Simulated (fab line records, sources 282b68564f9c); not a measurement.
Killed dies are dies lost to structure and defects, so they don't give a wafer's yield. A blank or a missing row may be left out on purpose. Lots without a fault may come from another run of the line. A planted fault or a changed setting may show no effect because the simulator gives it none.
A struck lot beside a sound one | flow rit_cmos | 18 steps out of a route of 202
Sound: wafers L740.3, L740.5, L740.6. Struck: wafers L735.2, L735.3, L735.5. The cause comes at the end.
At each step with rows: each side's tool, then ch and its chambers, then its first start. Under that, the readings that differ: sound wafers | struck wafers | difference of the means | sigmas: that difference in standard deviations of wafers without a fault.
alike: readings whose means differ by less than 2 such deviations, and words and numbers that are the same on both sides. not compared: withheld readings, readings that some wafer has no value for, bounds like >300 that may hide the same value, and numbers for which the record gives no deviation and whose values overlap.
The two part at a step that has a row with sigmas, a row that says differs or no value, or rows on one side only. Numbers that don't overlap but have no deviation are shown without sigmas and don't part them. A reading that every wafer of one side lacks parts them only if that side has two wafers or more.

first, 4 steps without rows for these wafers: RIT_NSD_SOFTBAKE_02 (time 60 s); RIT_NSD_EXPOSE_03 (exposes mask M9, target cd 40700 nm); RIT_NSD_PEB_04; RIT_NSD_DEVELOP_05 (develop time 50 s).
RIT_NSD_OVL_MEAS_06:
  sound on overlay-01, day 7 04:47; struck on overlay-01, day 6 01:38
  alike: NSD_OVL
then, 2 steps without rows for these wafers: RIT_NSD_HARDBAKE_07 (time 60 s); RIT_NSD_IMPLANT_08.
RIT_NSD_STRIP_09: strips in O2, time 180 s.
  sound on plasma_asher-02 ch 0,1, day 7 05:10; struck on plasma_asher-02 ch 0,1, day 6 01:58
  alike: drypump_motor_current_A
  not compared: rf_hours_counter_h
RIT_NSD_TW_MEAS_10:
  sound on film_metro-01, day 7 05:19; struck on film_metro-03, day 6 02:09
  alike: NSD_TW
then, 3 steps without rows for these wafers: RIT_PSD_HMDS_00 (prime time 60 s); RIT_PSD_COAT_01 (resist thk 1000 nm); RIT_PSD_SOFTBAKE_02 (time 60 s).
RIT_PSD_EXPOSE_03: exposes mask M10, target cd 40900 nm.
  sound on iline_stepper-02 ch 0, day 7 05:50; struck on iline_stepper-01 ch 0, day 6 02:40
  reading                     | sound                   | struck         | difference | sigmas
  model.PSD.overlay_x_nm (nm) | -0.2015 -0.2015 -0.2015 | 8148 8148 8148 | +8148      |
  alike: mask
then, 2 steps without rows for these wafers: RIT_PSD_PEB_04; RIT_PSD_DEVELOP_05 (develop time 50 s).
RIT_PSD_OVL_MEAS_06:
  sound on overlay-02, day 7 06:13; struck on overlay-01, day 6 03:04
  reading      | sound        | struck | difference                    | sigmas
  PSD_OVL (nm) | 1.5 0.2 -0.1 | - - -  | no value on the struck wafers |
then, 1 step without rows for these wafers: RIT_PSD_HARDBAKE_07 (time 60 s).
RIT_M1_PROBE_99:
  sound on prober-02, day 7 15:56; struck on prober-01, day 6 13:59
  reading                                    | sound | struck      | difference | sigmas
  killed_at_front_end                        | 1 5 4 | 264 264 264 | +261       | +84
  killed_dies                                | 1 5 4 | 264 264 264 | +261       | +84
  killed_on_rim                              | 0 1 1 | 70 70 70    | +69        | +50
  model.etest.pmos_narrow.short              | 0 0 0 | 1 1 1       | +1         |
  model.etest.pmos_turned.short              | 0 0 0 | 1 1 1       | +1         |
  model.etest.pmos_0p3.over_limit            | 0 0 0 | 1 1 1       | +1         |
  model.etest.select_edge_diode_p.over_limit | 0 0 0 | 1 1 1       | +1         |
  model.etest.ring.no_ring                   | 0 0 0 | 1 1 1       | +1         |
  model.etest.pmos_0p15.over_limit           | 0 0 0 | 1 1 1       | +1         |
  model.etest.pmos_0p3.short                 | 0 0 0 | 1 1 1       | +1         |
  model.etest.pmos_0p15.short                | 0 0 0 | 1 1 1       | +1         |
  alike: killed_open, killed_short

WHERE THEY PART
First at RIT_PSD_OVL_MEAS_06; last, within this record, at RIT_M1_PROBE_99.

WHY: what the simulator had put in
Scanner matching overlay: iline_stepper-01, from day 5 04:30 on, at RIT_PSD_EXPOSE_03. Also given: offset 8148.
